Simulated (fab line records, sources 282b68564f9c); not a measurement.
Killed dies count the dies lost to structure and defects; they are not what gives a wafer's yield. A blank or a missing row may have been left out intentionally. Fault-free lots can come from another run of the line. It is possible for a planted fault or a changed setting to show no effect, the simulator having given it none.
Which tool is to blame? / flow rit-cmos / 42 wafers from 14 lots sampled at 2 of the route's 202 steps

WHAT THE GAUGES READ, wafer by wafer
No reading from a measuring or inspecting step in the record can be judged against a usual standard deviation.

EACH LOT AND THE TOOL THAT RAN IT (in order: tool; ch and the chambers of the sampled wafers; start)
lot=L157; RIT_PLDD_SOFTBAKE_02=litho-track-02 ch 0, day 2 20:43; RIT_M1_PROBE_99=prober-01, day 3 12:47
lot=L158; RIT_PLDD_SOFTBAKE_02=litho-track-02 ch 0, day 2 23:09; RIT_M1_PROBE_99=prober-02, day 3 14:20
lot=L159; RIT_PLDD_SOFTBAKE_02=litho-track-03 ch 0, day 3 03:53; RIT_M1_PROBE_99=prober-01, day 3 19:28
lot=L162; RIT_PLDD_SOFTBAKE_02=litho-track-03 ch 0, day 3 20:14; RIT_M1_PROBE_99=prober-02, day 4 10:49
lot=L163; RIT_PLDD_SOFTBAKE_02=litho-track-02 ch 0, day 4 02:25; RIT_M1_PROBE_99=prober-01, day 4 16:56
lot=L164; RIT_PLDD_SOFTBAKE_02=litho-track-02 ch 0, day 4 07:40; RIT_M1_PROBE_99=prober-02, day 4 23:40
lot=L165; RIT_PLDD_SOFTBAKE_02=litho-track-03 ch 0, day 4 15:08; RIT_M1_PROBE_99=prober-01, day 5 06:16
lot=L167; RIT_PLDD_SOFTBAKE_02=litho-track-03 ch 0, day 4 21:43; RIT_M1_PROBE_99=prober-02, day 5 14:25
lot=L168; RIT_PLDD_SOFTBAKE_02=litho-track-02 ch 0, day 5 02:53; RIT_M1_PROBE_99=prober-01, day 5 19:25
lot=L170; RIT_PLDD_SOFTBAKE_02=litho-track-02 ch 0, day 5 12:44; RIT_M1_PROBE_99=prober-01, day 6 03:40
lot=L174; RIT_PLDD_SOFTBAKE_02=litho-track-03 ch 0, day 6 08:08; RIT_M1_PROBE_99=prober-01, day 6 23:40
lot=L176; RIT_PLDD_SOFTBAKE_02=litho-track-03 ch 0, day 6 18:34; RIT_M1_PROBE_99=prober-01, day 7 09:40
lot=L179; RIT_PLDD_SOFTBAKE_02=litho-track-04 ch 0, day 7 11:26; RIT_M1_PROBE_99=prober-02, day 8 02:29
lot=L180; RIT_PLDD_SOFTBAKE_02=litho-track-04 ch 0, day 7 19:32; RIT_M1_PROBE_99=prober-01, day 8 10:43
- RIT_PLDD_SOFTBAKE_02: time 60 s.
- RIT_M1_PROBE_99

AS READ BY THE TOOLS THEMSELVES (means over the sampled wafers that have a number; for cases with no such wafer, the mark the record gives instead)
RIT_PLDD_SOFTBAKE_02. Usual: heater-power-total-W 34.56 W, standard deviation 0.047; plate-temp-C 90.02 C, standard deviation 0.12; run-length-s 89.20 s, standard deviation 0.15.
lot=L157; tool=litho-track-02; heater-power-total-W (W)=34.55; plate-temp-C (C)=90.12; run-length-s (s)=89.20; flag=
lot=L158; tool=litho-track-02; heater-power-total-W (W)=34.59; plate-temp-C (C)=89.90; run-length-s (s)=89.02; flag=
lot=L159; tool=litho-track-03; heater-power-total-W (W)=34.51; plate-temp-C (C)=90.13; run-length-s (s)=89.42; flag=
lot=L162; tool=litho-track-03; heater-power-total-W (W)=34.58; plate-temp-C (C)=90.23; run-length-s (s)=89.36; flag=
lot=L163; tool=litho-track-02; heater-power-total-W (W)=34.55; plate-temp-C (C)=90.02; run-length-s (s)=89.12; flag=
lot=L164; tool=litho-track-02; heater-power-total-W (W)=34.55; plate-temp-C (C)=90.19; run-length-s (s)=89.06; flag=
lot=L165; tool=litho-track-03; heater-power-total-W (W)=34.56; plate-temp-C (C)=89.98; run-length-s (s)=89.41; flag=
lot=L167; tool=litho-track-03; heater-power-total-W (W)=34.56; plate-temp-C (C)=89.92; run-length-s (s)=89.30; flag=
lot=L168; tool=litho-track-02; heater-power-total-W (W)=35.39; plate-temp-C (C)=-; run-length-s (s)=84.44; flag=OFF
lot=L170; tool=litho-track-02; heater-power-total-W (W)=35.38; plate-temp-C (C)=-; run-length-s (s)=84.45; flag=OFF
lot=L174; tool=litho-track-03; heater-power-total-W (W)=34.57; plate-temp-C (C)=89.90; run-length-s (s)=89.31; flag=
lot=L176; tool=litho-track-03; heater-power-total-W (W)=34.53; plate-temp-C (C)=89.99; run-length-s (s)=89.19; flag=
lot=L179; tool=litho-track-04; heater-power-total-W (W)=34.52; plate-temp-C (C)=90.01; run-length-s (s)=89.16; flag=
lot=L180; tool=litho-track-04; heater-power-total-W (W)=34.58; plate-temp-C (C)=89.95; run-length-s (s)=89.12; flag=

RIT_M1_PROBE_99. Usual: killed-at-contacts 0.1, standard deviation 0.24; killed-at-front-end 7, standard deviation 3.1; killed-dies 7, standard deviation 3.1; killed-on-rim 1.8, standard deviation 1.4; killed-open 3.3, standard deviation 2; killed-short 3.4, standard deviation 2.1.
lot=L157 tool=prober-01 killed-at-contacts=0.0 killed-at-front-end=5 killed-dies=5 killed-on-rim=1.0 killed-open=2.3 killed-short=3.0 flag=
lot=L158 tool=prober-02 killed-at-contacts=0.0 killed-at-front-end=9 killed-dies=9 killed-on-rim=2.0 killed-open=3.7 killed-short=5.0 flag=
lot=L159 tool=prober-01 killed-at-contacts=0.0 killed-at-front-end=9 killed-dies=9 killed-on-rim=3.0 killed-open=4.7 killed-short=4.0 flag=
lot=L162 tool=prober-02 killed-at-contacts=0.0 killed-at-front-end=9 killed-dies=9 killed-on-rim=2.7 killed-open=3.3 killed-short=6.0 flag=
lot=L163 tool=prober-01 killed-at-contacts=0.0 killed-at-front-end=9 killed-dies=9 killed-on-rim=3.0 killed-open=4.7 killed-short=4.7 flag=
lot=L164 tool=prober-02 killed-at-contacts=0.0 killed-at-front-end=3 killed-dies=3 killed-on-rim=1.3 killed-open=1.7 killed-short=1.7 flag=
lot=L165 tool=prober-01 killed-at-contacts=0.0 killed-at-front-end=7 killed-dies=7 killed-on-rim=1.7 killed-open=3.0 killed-short=4.0 flag=
lot=L167 tool=prober-02 killed-at-contacts=0.0 killed-at-front-end=7 killed-dies=7 killed-on-rim=2.3 killed-open=1.3 killed-short=5.3 flag=
lot=L168 tool=prober-01 killed-at-contacts=0.0 killed-at-front-end=4 killed-dies=4 killed-on-rim=2.0 killed-open=3.0 killed-short=1.3 flag=
lot=L170 tool=prober-01 killed-at-contacts=0.3 killed-at-front-end=7 killed-dies=8 killed-on-rim=2.0 killed-open=3.0 killed-short=4.7 flag=
lot=L174 tool=prober-01 killed-at-contacts=0.0 killed-at-front-end=4 killed-dies=4 killed-on-rim=1.0 killed-open=1.3 killed-short=2.7 flag=
lot=L176 tool=prober-01 killed-at-contacts=0.0 killed-at-front-end=9 killed-dies=9 killed-on-rim=3.7 killed-open=4.0 killed-short=4.7 flag=
lot=L179 tool=prober-02 killed-at-contacts=0.0 killed-at-front-end=4 killed-dies=4 killed-on-rim=0.3 killed-open=1.7 killed-short=2.0 flag=
lot=L180 tool=prober-01 killed-at-contacts=0.0 killed-at-front-end=4 killed-dies=4 killed-on-rim=0.3 killed-open=2.7 killed-short=1.7 flag=

THE ANSWER, worked out from the rows above alone
Rule: a lot is off if the mean of its wafers that have a number lies more than 3 standard deviations from the usual mean. Also off: a lot with no number at a reading for which 4 or more lots have one. All remaining lots with rows at the step are treated as sound. After the gauges, taken in route order, come the tools' own readings; for these a lot's mean is taken, as printed above. The first step at which some lot is off is used, and at that step the reading that is off furthest; a lot without a number counts as furthest.
Off at RIT_PLDD_SOFTBAKE_02 (plate-temp-C): L168, L170. Without a number there: L168, L170.
A tool fits if, at that step or a process step before it, it ran every lot that is off, and no sound lot after the first of them. One fits: litho-track-02 at RIT_PLDD_SOFTBAKE_02. Its last sound lot is L164 (day 4 07:40), its first lot that is off L168 (day 5 02:53): a fault that began between those two fits.
The tool's own readings at RIT_PLDD_SOFTBAKE_02 bear it out: on the lots that are off they differ by more than 5 times the standard deviation of the sound lots' means. heater-power-total-W reads 35.39 W there against 34.55 W on the sound lots; run-length-s reads 84.44 s there against 89.22 s on the sound lots.
Blank at RIT_PLDD_SOFTBAKE_02 on the lots that are off, where sound lots have numbers: plate-temp-C.

WHAT THE SIMULATOR PUT IN
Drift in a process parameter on litho-track-02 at RIT_PLDD_SOFTBAKE_02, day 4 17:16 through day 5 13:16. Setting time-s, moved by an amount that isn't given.
Struck lots among those shown: L168, L170. The rule above reached the same finding.
